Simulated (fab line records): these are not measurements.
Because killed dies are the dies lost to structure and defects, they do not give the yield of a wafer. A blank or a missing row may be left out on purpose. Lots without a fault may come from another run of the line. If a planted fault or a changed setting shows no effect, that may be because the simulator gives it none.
fab line records | flow berkeley_cmos170
record: lots: 14 wafers: 42 last_day: 12
route steps=331 shown ACTIVE@75 GATE@141 SPACER@171
lots untouched by any fault: they come from a run of this same line in which no faults occurred
start_h: hours from the record's opening day to when the first of the lot's shown wafers began | wait_h: hours from the lot's prior step to this one | " the same as in the row above | L1.1+2: a row that stands for several wafers | - value missing, or start not given | * or withheld: withheld | < > ~ a bound
route shown NAME@n: NAME is a module with steps in the file, n the number in the route of the first one | usual: mean/standard deviation of fault-free wafers | same: alike in all rows | chamber/n: place in a boat | sites: each site's reading | _std_site: the standard deviation of these | _edge_site: mean of outer sites minus mean of inner sites | radius_mm: for every site, how far away it sits from the centre of the wafer | mask NAME#n: copy n | behind: the most recent tool/chamber to have shaped the wafer | hold: why the lot was held/for how many hours/how that ended | device: the n, p or np transistor that did not switch | end of line: the same wafers' tests at the end of the route | a step with no rows: only its recipe | killed: not the wafer's yield, but the dies lost to structure and defects at the first sort | map: a wafer's dies, marking killed ones x, the rest . and places with no die _
set.NAME: the setting that was run; set.NAME@STEP: the one run at that earlier step | model.NAME: the simulator's own value behind a step, which no gauge read
a sample of lots followed through the steps of the route, with each step as a table and each wafer as a row
services: the hour from which a tool's chamber was out of use, counted from the record's first day as start_h (under 0 if before that day), plus the number of hours and why
== steps ==
step: UCB170_ACTIVE_ETCH_15
recipe: chemistry: CH3F/Ar/O2 target: Si3N4 stop_on: SiO2 CH3F_flow_sccm: 20 Ar_flow_sccm: 50 O2_flow_sccm: 7 pressure_mtorr: 50 rf_w: 450 target_depth_a: 2420 over_etch_frac: 0.1 time_s: 151
usual: drypump_motor_current_A: 5.5/0.45 oes_product_au: 0.938/0.018 throttle_valve_pct: 8.07/0.089
columns lot.wafer tool chamber start_h wait_h drypump_motor_current_A oes_product_au rf_hours_counter_h throttle_valve_pct
L304.3 rie_diel-04 3 97.49 0.0 5.6 0.939 12 8.13
L304.5 " 3 " " 5.6 0.941 - 8.17
L304.6 " 0 " " 4.8 0.943 - 8.02
L305.2 rie_diel-03 0 97.76 0.0 6.0 0.974 6 8.20
L305.3 " 2 " " 5.2 0.947 103 7.95
L305.6 " 0 " " 6.0 0.973 - 8.20
L306.4 rie_diel-04 0 97.88 0.0 4.8 0.936 10 8.03
L306.5 " 3 " " 5.6 0.941 - 8.16
L306.6 " 0 " " 4.9 0.944 - 8.05
L308.1 rie_diel-03 0 106.68 0.0 6.0 0.966 6 8.19
L308.2 " 1 " " 5.7 0.934 113 7.97
L308.5 " 2 " " 5.2 0.948 - 7.95
L307.3 rie_diel-01 2 106.85 0.0 4.9 0.947 46 8.05
L307.5 " 1 " " 6.0 0.934 - 8.03
L307.6 " 2 " " 4.9 0.939 - 8.05
L311.1 rie_diel-04 1 113.28 0.0 6.2 0.919 120 8.06
L311.3 " 2 " " 5.8 0.918 103 7.96
L311.6 " 3 " " 5.6 0.943 - 8.17
L310.1 rie_diel-04 3 114.13 0.0 5.6 0.929 13 8.15
L310.3 " 1 " " 6.2 0.922 120 8.05
L310.6 " 3 " " 5.6 0.936 - 8.15
L317.2 rie_diel-04 1 147.75 0.0 6.2 0.929 122 8.07
L317.5 " 1 " " 6.1 0.929 - 8.05
L317.6 " 2 " " 5.8 0.931 - 7.94
L320.3 rie_diel-01 3 161.48 0.0 5.0 0.907 73 8.07
L320.5 " 2 " " 5.0 0.942 - 8.05
L320.6 " 3 " " 5.0 0.915 - 8.04
L321.2 rie_diel-01 0 167.58 0.0 5.8 0.954 128 8.16
L321.3 " 2 " " 4.9 0.957 48 8.07
L321.5 " 1 " " 6.0 0.923 - 8.02
L322.1 rie_diel-03 0 168.22 0.0 6.0 0.981 9 8.21
L322.3 " 3 " " 5.1 0.956 108 8.29
L322.6 " 3 " " 5.1 0.952 - 8.27
L324.1 rie_diel-01 2 182.80 0.0 4.9 0.943 49 8.04
L324.3 " 3 " " 5.0 0.915 74 8.03
L324.6 " 2 " " 4.9 0.946 - 8.05
L325.1 rie_diel-01 0 196.07 0.0 5.8 0.970 129 8.16
L325.5 " 2 " " 4.9 0.958 - 8.06
L325.6 " 3 " " 5.0 0.927 - 8.03
L326.1 rie_diel-03 0 203.08 0.1 6.0 0.983 11 8.19
L326.2 " 2 " " 5.2 0.957 109 7.94
L326.4 " 1 " " 5.7 0.930 117 7.96
step: UCB170_GATE_ETCH_15
recipe: chemistry: HBr/Cl2 target: poly-Si stop_on: SiO2 over_etch_frac: 0.3 icp_w: 300 bias_w: 150 time_s: 56.3 pressure_mtorr: 15 HBr_flow_sccm: 150 Cl2_flow_sccm: 50 target_depth_a: 2782
usual: drypump_motor_current_A: 5.8/0.51 mfc_cl2_sccm: 50.00/0.15 oes_product_au: 0.836/0.016 throttle_valve_pct: 26.51/0.2
columns lot.wafer tool chamber start_h wait_h drypump_motor_current_A mfc_cl2_sccm oes_product_au rf_hours_counter_h throttle_valve_pct
L306.4 rie_si-02 3 142.56 - 4.9 50.09 0.865 34 26.55
L306.5 " 2 " " 5.9 50.04 0.833 - 26.46
L306.6 " 3 " " 4.9 50.03 0.861 - 26.53
L304.3 rie_si-01 3 142.68 - 5.7 50.18 0.813 2 26.92
L304.5 " 0 " " 5.5 50.12 0.831 - 26.71
L304.6 " 1 " " 6.3 49.89 0.837 - 26.47
L305.2 rie_si-02 2 142.80 - 5.9 50.14 0.830 0 26.46
L305.3 " 0 " " 6.6 49.81 0.839 1 26.24
L305.6 " 0 " " 6.6 49.81 0.839 - 26.22
L308.1 rie_si-01 2 149.89 - 5.4 50.05 0.844 118 26.30
L308.2 " 3 " " 5.8 50.02 0.819 2 26.92
L308.5 " 1 " " 6.3 49.76 0.832 - 26.46
L307.3 rie_si-02 1 150.01 - 5.9 50.09 0.820 58 26.52
L307.5 " 0 " " 6.6 50.13 0.835 - 26.23
L307.6 " 1 " " 5.9 50.12 0.806 - 26.51
L311.1 rie_si-02 3 156.35 - 4.9 49.83 0.856 34 26.52
L311.3 " 0 " " 6.6 49.72 0.829 1 26.23
L311.6 " 0 " " 6.6 49.96 0.832 - 26.23
L310.1 rie_si-01 1 156.59 - 6.2 50.04 0.824 98 26.47
L310.3 " 3 " " 5.7 50.11 0.803 2 26.92
L310.6 " 2 " " 5.4 49.92 0.825 - 26.29
L317.2 rie_si-02 0 204.87 - 6.5 49.80 0.843 2 26.23
L317.5 " 0 " " 6.6 50.07 0.835 - 26.24
L317.6 " 3 " " 4.9 49.95 0.860 - 26.51
L320.3 rie_si-01 2 213.33 - 5.5 50.14 0.858 0 26.32
L320.5 " 0 " " 5.4 50.01 0.835 - 26.71
L320.6 " 1 " " 6.3 49.89 0.844 - 26.48
L321.2 rie_si-02 2 213.52 - 5.9 49.80 0.825 1 26.46
L321.3 " 1 " " 5.9 49.96 0.814 58 26.52
L321.5 " 2 " " 5.9 49.71 0.827 - 26.45
L322.1 rie_si-01 1 213.79 - 6.3 50.02 0.844 99 26.45
L322.3 " 3 " " 5.8 50.07 0.836 2 26.92
L322.6 " 1 " " 6.3 49.96 0.854 - 26.46
L324.1 rie_si-01 0 230.92 - 5.5 49.95 0.844 87 26.70
L324.3 " 1 " " 6.3 50.15 0.842 99 26.45
L324.6 " 1 " " 6.3 49.87 0.851 - 26.47
L325.1 rie_si-02 2 241.16 - 5.9 49.80 0.817 1 26.46
L325.5 " 0 " " 6.6 50.16 0.835 - 26.23
L325.6 " 1 " " 5.9 49.97 0.821 - 26.52
L326.1 rie_si-01 1 245.85 - 6.3 50.07 0.847 99 26.47
L326.2 " 2 " " 5.4 49.99 0.856 0 26.32
L326.4 " 0 " " 5.6 49.94 0.841 87 26.70
step: UCB170_SPACER_CVD_00
recipe: material: SiO2 target_thk_nm: 376 temp_c: 390 precursor: TEOS/O2 time_s: 47 rf_w: 550 pressure_mtorr: 9000
usual: heater_power_w: 269/49
columns lot.wafer tool chamber start_h wait_h heater_power_w
L306.4 pecvd-01 1 146.77 0.0 267
L306.5 " 2 " " 282
L306.6 " 0 " " 298
L305.2 pecvd-02 0 147.26 0.0 311
L305.3 " 2 " " 259
L305.6 " 0 " " 337
L304.3 pecvd-01 0 147.40 0.0 227
L304.5 " 1 " " 253
L304.6 " 2 " " 383
L307.3 pecvd-02 2 154.70 0.0 236
L307.5 " 0 " " 335
L307.6 " 1 " " 280
L308.1 pecvd-01 1 154.70 0.0 274
L308.2 " 2 " " 374
L308.5 " 2 " " 389
L310.1 pecvd-02 2 161.63 0.0 266
L310.3 " 1 " " 239
L310.6 " 1 " " 249
L311.1 pecvd-01 0 163.36 0.0 300
L311.3 " 2 " " 382
L311.6 " 0 " " 219
L317.2 pecvd-01 0 210.61 0.0 257
L317.5 " 0 " " 272
L317.6 " 2 " " 369
L320.3 pecvd-01 1 221.64 0.0 253
L320.5 " 2 " " 354
L320.6 " 1 " " 262
L321.2 pecvd-02 1 221.82 0.0 227
L321.3 " 2 " " 226
L321.5 " 1 " " 240
L322.1 pecvd-03 1 222.18 0.0 206
L322.3 " 0 " " 271
L322.6 " 0 " " 275
L324.1 pecvd-02 2 236.43 0.0 252
L324.3 " 0 " " 314
L324.6 " 2 " " 265
L325.1 pecvd-03 0 247.05 0.0 286
L325.5 " 0 " " 293
L325.6 " 1 " " 197
L326.1 pecvd-03 2 250.18 0.0 243
L326.2 " 1 " " 236
L326.4 " 2 " " 240
step: UCB170_SPACER_THK_MEAS_01
recipe: reads: SiO2_of_SPACER_CVD_00
usual: SPACER_TEOS_THK: 377/4.6
columns lot.wafer tool chamber start_h wait_h SPACER_TEOS_THK[nm]
L306.4 film_metro-01 - 146.83 0.0 381
L306.5 " - " " 383
L306.6 " - " " 384
L305.2 film_metro-03 - 147.33 0.1 374
L305.3 " - " " 380
L305.6 " - " " 378
L304.3 film_metro-03 - 147.46 0.0 377
L304.5 " - " " 380
L304.6 " - " " 385
L308.1 film_metro-03 - 154.75 0.0 372
L308.2 " - " " 374
L308.5 " - " " 378
L307.3 film_metro-01 - 154.77 0.0 369
L307.5 " - " " 380
L307.6 " - " " 376
L310.1 film_metro-04 - 161.67 0.0 376
L310.3 " - " " 377
L310.6 " - " " 378
L311.1 film_metro-01 - 163.40 0.0 376
L311.3 " - " " 373
L311.6 " - " " 380
L317.2 film_metro-03 - 210.66 0.0 416
L317.5 " - " " 427
L317.6 " - " " 423
L320.3 film_metro-01 - 221.71 0.0 414
L320.5 " - " " 419
L320.6 " - " " 426
L321.2 film_metro-01 - 221.87 0.0 375
L321.3 " - " " 371
L321.5 " - " " 385
L322.1 film_metro-03 - 222.23 0.0 367
L322.3 " - " " 367
L322.6 " - " " 373
L324.1 film_metro-03 - 236.47 0.0 370
L324.3 " - " " 374
L324.6 " - " " 376
L325.1 film_metro-03 - 247.09 0.0 378
L325.5 " - " " 381
L325.6 " - " " 381
L326.1 film_metro-03 - 250.22 0.0 372
L326.2 " - " " 372
L326.4 " - " " 378
step: UCB170_SPACER_ETCHBACK_03
recipe: stop_on: Si target: SiO2 chemistry: CHF3/CF4/Ar CHF3_flow_sccm: 50 cf4_flow_sccm: 10 Ar_flow_sccm: 120 pressure_mtorr: 200 rf_w: 500 target_depth_a: 3760 time_s: 100
usual: drypump_motor_current_A: 5.5/0.43 oes_product_au: 0.900/0.016 throttle_valve_pct: 6.46/0.081
columns lot.wafer tool chamber start_h wait_h drypump_motor_current_A oes_product_au rf_hours_counter_h throttle_valve_pct
L304.3 rie_diel-02 2 152.25 0.0 6.1 0.919 82 6.42
L304.5 " 0 " " 5.4 0.901 - 6.35
L304.6 " 1 " " 5.4 0.923 - 6.31
L305.2 rie_diel-01 3 152.25 0.0 5.0 0.868 73 6.46
L305.3 " 0 " " 5.8 0.927 127 6.56
L305.6 " 1 " " 6.0 0.891 - 6.47
L306.4 rie_diel-04 0 152.25 0.0 4.8 0.914 12 6.44
L306.5 " 1 " " 6.2 0.901 - 6.49
L306.6 " 2 " " 5.8 0.900 - 6.37
L307.3 rie_diel-04 2 157.92 0.0 5.8 0.865 106 6.35
L307.5 " 1 " " 6.2 0.891 - 6.49
L307.6 " 2 " " 5.8 0.880 - 6.37
L308.1 rie_diel-02 1 157.92 0.0 5.4 0.896 128 6.29
L308.2 " 2 " " 6.1 0.904 82 6.40
L308.5 " 0 " " 5.4 0.896 - 6.36
L310.1 rie_diel-04 0 165.49 0.0 4.9 0.897 13 6.44
L310.3 " 1 " " 6.1 0.881 123 6.49
L310.6 " 2 " " 5.8 0.878 - 6.38
L311.1 rie_diel-01 1 165.57 0.1 6.0 0.888 147 6.44
L311.3 " 0 " " 5.8 0.917 128 6.56
L311.6 " 0 " " 5.9 0.927 - 6.57
L317.2 rie_diel-01 2 215.72 0.0 4.9 0.978 51 6.47
L317.5 " 0 " " 5.8 1.004 - 6.56
L317.6 " 2 " " 4.9 0.984 - 6.45
L320.3 rie_diel-02 0 225.89 0.0 5.4 0.965 5 6.38
L320.5 " 3 " " 5.3 0.986 - 6.58
L320.6 " 0 " " 5.5 0.979 - 6.37
L321.2 rie_diel-01 3 225.89 0.0 5.0 0.878 77 6.48
L321.3 " 1 " " 6.0 0.879 0 6.46
L321.5 " 3 " " 5.0 0.886 - 6.47
L322.1 rie_diel-04 0 225.89 0.0 4.9 0.893 15 6.43
L322.3 " 1 " " 6.2 0.871 125 6.49
L322.6 " 2 " " 5.8 0.877 - 6.38
L324.1 rie_diel-01 0 241.41 0.0 5.8 0.908 131 6.57
L324.3 " 1 " " 6.0 0.896 1 6.47
L324.6 " 3 " " 5.0 0.878 - 6.47
L325.1 rie_diel-02 2 250.70 0.0 6.1 0.910 87 6.42
L325.5 " 1 " " 5.3 0.910 - 6.30
L325.6 " 0 " " 5.4 0.909 - 6.37
L326.1 rie_diel-01 0 254.66 0.0 5.8 0.912 131 6.56
L326.2 " 2 " " 4.9 0.903 53 6.47
L326.4 " 1 " " 6.0 0.889 1 6.46
== services ==
columns tool chamber start_h hours kind
rie_si-02 - 76.71 28.1 pm
rie_diel-04 - 78.15 0.7 repair
pecvd-01 - 95.96 4.3 pm
rie_diel-01 - 97.16 2.8 pm
rie_diel-03 3 105.84 9.5 repair
rie_diel-01 - 115.63 0.5 repair
rie_diel-03 3 116.43 5.1 repair
rie_diel-03 1 119.54 11.6 repair
rie_si-02 - 120.46 2.8 pm
rie_diel-03 0 129.49 9.0 repair
pecvd-01 - 130.11 5.0 repair
rie_diel-01 3 132.53 2.7 repair
pecvd-02 1 140.14 8.8 repair
rie_diel-03 1 157.57 11.7 repair
pecvd-01 0 167.29 6.1 repair
rie_diel-01 1 190.45 4.4 repair
pecvd-02 - 191.22 0.8 repair
rie_diel-04 - 191.56 15.6 pm
rie_si-02 0 196.86 3.2 repair
rie_si-01 - 201.78 4.7 repair
rie_diel-01 0 206.49 8.7 repair
rie_diel-04 3 224.69 3.4 repair
rie_si-01 3 224.78 1.4 repair
pecvd-01 - 242.50 14.0 pm
== key ==
first_sign: step: UCB170_SPACER_THK_MEAS_01 reading: SPACER_TEOS_THK direction: up sigmas: 9.6 usual: 377 struck: 421
effect: step: UCB170_SPACER_ETCHBACK_03 reading: oes_product_au direction: up sigmas: 5 usual: 0.900 struck: 0.983
met_at UCB170_SPACER_CVD_00
struck_lots L317,L320
later_rows_left_out L317.6
sort_left_out L317.2,L317.5,L317.6,L320.3,L320.5,L320.6
tester_left_out L317,L320
not_acting_at UCB170_ACTIVE_ETCH_15,UCB170_GATE_ETCH_15
onset_between 163.36 210.61
fault: kind: process_parameter_drift tool: pecvd-01 chamber: - onset_h: 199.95 steps: UCB170_SPACER_CVD_00 channel: target_thk_nm offset: 41.903 shape: step end_h: 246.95 acts_in: these_recipes_only stated: 376
tester_left_out: of these lots the tester's yield and bins aren't shown, on N5 and GAA mostly nor the transistor test; their killed dies are dies lost to structure and defects alone, not to doping, threshold or leakage, so they don't give the yield
sort_left_out: the simulated sort isn't trusted on such a fault, so these wafers' sort isn't shown, and their yield isn't known
later_rows_left_out: the simulator's readings of these wafers behind a module that went badly wrong aren't trusted and aren't shown, but for the sort
